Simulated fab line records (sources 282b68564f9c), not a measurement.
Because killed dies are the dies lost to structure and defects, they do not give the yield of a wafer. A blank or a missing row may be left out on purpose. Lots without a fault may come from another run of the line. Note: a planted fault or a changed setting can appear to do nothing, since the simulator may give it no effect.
Code-filled problem report in 8D (eight disciplines) form    flow ritCmos    the parts of the form that need people (team, actions taken, sign-off) are left out

## 1. THE PROBLEM
Wafers free of any fault read 0.5 nm (standard deviation 1.5) for PWELL_OVL at RIT_PWELL_OVL_MEAS_06, against a mean of 239.6 nm on 9 wafers of 3 lots. That is +99 or more standard deviations from the usual mean.
First observed at day 3 20:06: wafer L391.4, on overlay-02. Wafers with a number at this step in the record: 39, from 13 lots. By rule, "out" or "out of limits" means more than 4 standard deviations away from the usual mean. Any other wafer with a number is counted as sound.

## 2. WHAT IT IS; WHAT IT IS NOT
question                     is                      is not
which readings at this step  PWELL_OVL               -
which lots                   L391, L392, L393        L382, L383, L384, L385, L386, L387, L397, L401, L402, L405
which wafers of those lots   all that have a number  -
read on which gauges         overlay-01, overlay-02  -
when                         from day 3 20:06        up to then (18 sound wafers); but 12 sound wafers of L397, L401, L402, L405 came after

## 3. SUSPECTS, AND WHAT RULES EACH OUT
Counting: a tool at a process step up to the reading stays a suspect if it ran every lot that is out and no sound lot after the first of them.
- the gauge at RIT_PWELL_OVL_MEAS_06 has been ruled out. 2 gauges (overlay-01, overlay-02) read the wafers that are out.
- ilineStepper-02 at RIT_PWELL_EXPOSE_03 (exposes mask M3, target cd 43700 nm): kept. Every lot that is out went through it, starting with L391 (day 3 19:43), and after that it ran no sound lot; the last sound lot it ran before then is L386 (day 2 19:13).
Remaining after the count: ilineStepper-02 at RIT_PWELL_EXPOSE_03.

## 4. THE CAUSE (what the simulator had put in)
Scanner matching overlay: ilineStepper-02, from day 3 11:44 on, at RIT_PWELL_EXPOSE_03. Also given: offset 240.
Counting left only this tool.

## 5. THE CHAIN OF EFFECTS, in route order
One row per reading whose mean, taken over the struck wafers that have a number, lies over 3 standard deviations from the usual. Scope: only readings with a usual standard deviation given in the record; hours: median across lots of the time from each lot's start at the first step in this table that gives one to its start at this step; sigmas: change in usual standard deviations.
hours  step                   reading    usual   on struck wafers  change  sigmas
0      RIT_PWELL_OVL_MEAS_06  PWELL_OVL  0.5 nm  239.6             +239.1  +99 or more

## 6. WHAT WOULD HAVE CAUGHT IT SOONER
The first out-of-limits reading at a measuring or inspecting step in this record came at day 3 20:06, 8 hours after the fault's start at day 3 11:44.
Among the 3 lots that are out, L392, L393 began RIT_PWELL_EXPOSE_03 on ilineStepper-02 after day 3 20:06. A hold on the tool at that time would have spared those 2.
